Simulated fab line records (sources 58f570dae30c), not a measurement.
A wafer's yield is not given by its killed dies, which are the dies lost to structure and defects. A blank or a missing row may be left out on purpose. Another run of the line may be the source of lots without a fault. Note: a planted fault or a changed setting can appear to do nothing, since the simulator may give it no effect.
Which tool did it? -- flow berkeley cmos170 -- 45 wafers from 15 lots sampled at 6 of the route's 331 steps

## WHAT EACH GAUGE READ, for each wafer
UCB170_CONTACT_CD_MEAS_90 targets a cd of 700 nm.
lot,measured,on,cd nm (nm)
L465,day 6 16:37,cd sem-01,700.9 698.8 700.2
L466,day 7 00:01,cd sem-01,701.2 701.2 700.5
L467,day 7 01:44,cd sem-01,699.5 700.0 701.1
L469,day 7 11:10,cd sem-01,699.3 701.1 700.4
L468,day 7 11:19,cd sem-01,699.6 701.8 701.2
L472,day 8 10:15,cd sem-02,699.8 696.4 699.7
L473,day 8 12:14,cd sem-01,696.5 698.9 697.9
L474,day 9 00:43,cd sem-01,699.7 701.6 700.1
L477,day 9 01:17,cd sem-02,698.4 696.0 696.8
L475,day 9 01:29,cd sem-01,698.7 700.4 702.8
L476,day 9 01:49,cd sem-01,700.4 698.8 699.3
L480,day 9 20:40,cd sem-01,698.1 696.4 698.8
L481,day 10 10:02,cd sem-02,699.3 697.9 700.4
L485,day 10 23:24,cd sem-01,701.3 702.8 702.2
L488,day 12 02:22,cd sem-02,700.6 702.2 700.2

UCB170_M3_CD_MEAS_90 targets a cd of 700 nm.
lot,measured,on,cd nm (nm)
L465,day 7 13:44,cd sem-01,703 703 708
L466,day 7 19:14,cd sem-02,700 704 703
L467,day 7 19:39,cd sem-02,698 699 701
L469,day 8 05:17,cd sem-02,701 695 697
L468,day 8 04:53,cd sem-02,705 707 705
L472,day 9 02:56,cd sem-02,697 696 696
L473,day 9 07:14,cd sem-01,706 707 707
L474,day 9 22:10,cd sem-01,709 710 710
L477,day 9 23:32,cd sem-02,700 699 700
L475,day 9 23:14,cd sem-02,700 700 698
L476,day 10 00:05,cd sem-02,739 746 742
L480,day 10 13:10,cd sem-01,740 737 741
L481,day 11 03:12,cd sem-02,734 735 731
L485,day 11 16:13,cd sem-01,704 702 703
L488,day 13 02:06,cd sem-01,704 700 701

## WHICH TOOL RAN EACH LOT (tool, then ch and the chambers of the sampled wafers, then the start)
lot,UCB170_CONTACT_RTA_08,UCB170_V1_STRIP_15,UCB170_M3_METAL_ETCH_18,UCB170_M3_STRIP_19
L465,"rtp anneal-01 ch 0, day 6 15:02","plasma asher-01 ch 0,1, day 7 03:40","rie metal-03 ch 0,1, day 7 13:27","plasma asher-03 ch 1, day 7 13:38"
L466,"rtp anneal-01 ch 0, day 6 22:20","plasma asher-03 ch 0,1, day 7 08:14","rie metal-02 ch 0,1, day 7 18:59","plasma asher-03 ch 0,1, day 7 19:08"
L467,"rtp anneal-02 ch 0, day 6 23:53","plasma asher-01 ch 0,1, day 7 08:29","rie metal-04 ch 0,1, day 7 19:20","plasma asher-02 ch 1, day 7 19:32"
L469,"rtp anneal-01 ch 0, day 7 08:12","plasma asher-01 ch 1, day 7 20:02","rie metal-02 ch 0,1, day 8 04:58","plasma asher-03 ch 0,1, day 8 05:10"
L468,"rtp anneal-02 ch 0, day 7 08:16","plasma asher-01 ch 0,1, day 7 19:45","rie metal-03 ch 0,1, day 8 04:31","plasma asher-04 ch 0,1, day 8 04:43"
L472,"rtp anneal-01 ch 0, day 8 08:47","plasma asher-04 ch 0,1, day 8 18:41","rie metal-04 ch 0,1, day 9 02:38","plasma asher-03 ch 0,1, day 9 02:50"
L473,"rtp anneal-02 ch 0, day 8 10:44","plasma asher-01 ch 0,1, day 8 22:40","rie metal-03 ch 0,1, day 9 06:55","plasma asher-04 ch 0,1, day 9 07:07"
L474,"rtp anneal-01 ch 0, day 8 23:11","plasma asher-04 ch 0,1, day 9 14:22","rie metal-03 ch 1, day 9 21:51","plasma asher-03 ch 0,1, day 9 22:02"
L477,"rtp anneal-02 ch 0, day 8 23:30","plasma asher-04 ch 0,1, day 9 14:56","rie metal-02 ch 0,1, day 9 23:16","plasma asher-03 ch 0,1, day 9 23:25"
L475,"rtp anneal-01 ch 0, day 8 23:33","plasma asher-01 ch 0,1, day 9 14:51","rie metal-04 ch 0,1, day 9 22:56","plasma asher-02 ch 0,1, day 9 23:07"
L476,"rtp anneal-02 ch 0, day 8 23:40","plasma asher-03 ch 0,1, day 9 15:12","rie metal-03 ch 0,1, day 9 23:43","plasma asher-02 ch 0,1, day 9 23:54"
L480,"rtp anneal-02 ch 0, day 9 19:01","plasma asher-03 ch 0,1, day 10 05:02","rie metal-03 ch 0,1, day 10 12:53","plasma asher-02 ch 0,1, day 10 13:04"
L481,"rtp anneal-01 ch 0, day 10 08:40","plasma asher-03 ch 0,1, day 10 19:14","rie metal-03 ch 0,1, day 11 02:56","plasma asher-04 ch 0,1, day 11 03:05"
L485,"rtp anneal-01 ch 0, day 10 21:47","plasma asher-04 ch 0,1, day 11 07:23","rie metal-02 ch 0,1, day 11 15:56","plasma asher-04 ch 0,1, day 11 16:07"
L488,"rtp anneal-02 ch 0, day 12 00:54","plasma asher-01 ch 0,1, day 12 14:02","rie metal-04 ch 0,1, day 13 01:41","plasma asher-02 ch 0,1, day 13 01:50"
- UCB170_CONTACT_RTA_08: time 10 s.
- UCB170_V1_STRIP_15: strips in O2.
- UCB170_M3_METAL_ETCH_18: etches Al in Cl2/BCl3, stops on SiO2, target depth 1170 nm, time 195 s.
- UCB170_M3_STRIP_19: strips in O2.

## WHAT THE TOOLS THEMSELVES READ (means of the sampled wafers that have a number; where no wafer has one, the mark that the record gives instead)
UCB170_CONTACT_RTA_08.
lot,tool,lamp power pct (%),wafer_temp_C_max
L465,rtp anneal-01,25.9,904.7
L466,rtp anneal-01,25.9,904.3
L467,rtp anneal-02,25.1,905.2
L469,rtp anneal-01,25.9,905.7
L468,rtp anneal-02,25.1,904.7
L472,rtp anneal-01,25.9,905.6
L473,rtp anneal-02,25.1,904.2
L474,rtp anneal-01,25.9,905.1
L477,rtp anneal-02,25.1,905.1
L475,rtp anneal-01,25.9,904.8
L476,rtp anneal-02,25.1,904.6
L480,rtp anneal-02,25.1,904.4
L481,rtp anneal-01,25.9,906.4
L485,rtp anneal-01,25.9,905.1
L488,rtp anneal-02,25.1,903.4

UCB170_V1_STRIP_15.
lot,tool,drypump motor current A (A),oes product au (a.u.),strip time to endpoint s (s)
L465,plasma asher-01,5.69,0.724,15.33
L466,plasma asher-03,5.67,0.720,15.42
L467,plasma asher-01,5.78,0.722,15.41
L469,plasma asher-01,5.60,0.724,15.18
L468,plasma asher-01,5.76,0.725,15.16
L472,plasma asher-04,5.63,0.725,15.12
L473,plasma asher-01,5.68,0.722,15.43
L474,plasma asher-04,5.67,0.720,15.36
L477,plasma asher-04,5.67,0.723,15.44
L475,plasma asher-01,5.68,0.721,15.07
L476,plasma asher-03,5.66,0.720,15.45
L480,plasma asher-03,5.67,0.719,15.28
L481,plasma asher-03,5.66,0.720,15.24
L485,plasma asher-04,5.66,0.719,15.30
L488,plasma asher-01,5.68,0.721,15.18

UCB170_M3_METAL_ETCH_18.
lot,tool,drypump motor current A (A),mfc cl2 sccm (sccm),oes product au (a.u.),run length s (s),throttle valve pct (%)
L465,rie metal-03,5.0,89.94,0.850,223.6,24.3
L466,rie metal-02,5.7,89.87,0.855,223.5,24.3
L467,rie metal-04,6.2,89.89,0.849,222.8,24.1
L469,rie metal-02,5.8,90.07,0.862,223.4,24.2
L468,rie metal-03,5.0,90.14,0.853,223.5,24.3
L472,rie metal-04,5.6,89.83,0.847,222.9,24.5
L473,rie metal-03,5.0,89.92,0.854,223.7,24.3
L474,rie metal-03,4.8,89.93,0.849,224.0,24.3
L477,rie metal-02,5.7,89.99,0.856,223.6,24.3
L475,rie metal-04,6.2,90.25,0.846,222.7,24.1
L476,rie metal-03,5.0,89.94,0.975,81.1,24.3
L480,rie metal-03,5.4,89.92,0.994,80.9,24.2
L481,rie metal-03,5.0,89.96,0.976,81.2,24.3
L485,rie metal-02,5.7,89.68,0.865,223.7,24.3
L488,rie metal-04,5.6,90.35,0.848,223.1,24.5

UCB170_M3_STRIP_19.
lot,tool,drypump motor current A (A),oes product au (a.u.)
L465,plasma asher-03,5.6,0.560
L466,plasma asher-03,5.7,0.539
L467,plasma asher-02,4.6,0.563
L469,plasma asher-03,5.7,0.541
L468,plasma asher-04,5.6,0.559
L472,plasma asher-03,5.7,0.543
L473,plasma asher-04,5.7,0.564
L474,plasma asher-03,5.7,0.571
L477,plasma asher-03,5.7,0.531
L475,plasma asher-02,5.5,0.564
L476,plasma asher-02,5.5,0.730
L480,plasma asher-02,5.0,0.723
L481,plasma asher-04,5.6,0.722
L485,plasma asher-04,5.7,0.533
L488,plasma asher-02,5.0,0.545

## THE ANSWER, worked out from the rows above alone
Rule: the usual values come from the lots themselves. Put in order of their means at a reading, lots are off if they are a third of the lots or fewer, leave a main group of 4 or more, and stand apart from it by a gap of 3 or more times the standard deviation of the main group's means; of several such gaps the widest counts. The tables above print the reading to a certain number of digits; a main group whose means all agree to those digits is not used. Also off: a lot with no number at a reading for which 4 or more lots have one. Any other lot the step has rows for is counted as sound. First the gauges in route order, then the tools' own readings, where a lot's mean is used as printed above. At the first step where some lot is off, the reading lying furthest off is the one used; lots without a number count as furthest.
Off at UCB170_M3_CD_MEAS_90 (cd nm): L476, L480, L481. The main group has a mean of 702 nm with a standard deviation of 3.8.
A tool fits if, at a process step before that reading, it ran every lot that is off, and no sound lot after the first of them. Not tried: the gauges at UCB170_M3_CD_MEAS_90; whatever is off there is also off at UCB170_M3_METAL_ETCH_18, on other tools, and gauge error can't account for it. Can't be told from this: 2 tools fit, plasma asher-03 at UCB170_V1_STRIP_15, rie metal-03 at UCB170_M3_METAL_ETCH_18.

## WHAT THE SIMULATOR HAD INSERTED
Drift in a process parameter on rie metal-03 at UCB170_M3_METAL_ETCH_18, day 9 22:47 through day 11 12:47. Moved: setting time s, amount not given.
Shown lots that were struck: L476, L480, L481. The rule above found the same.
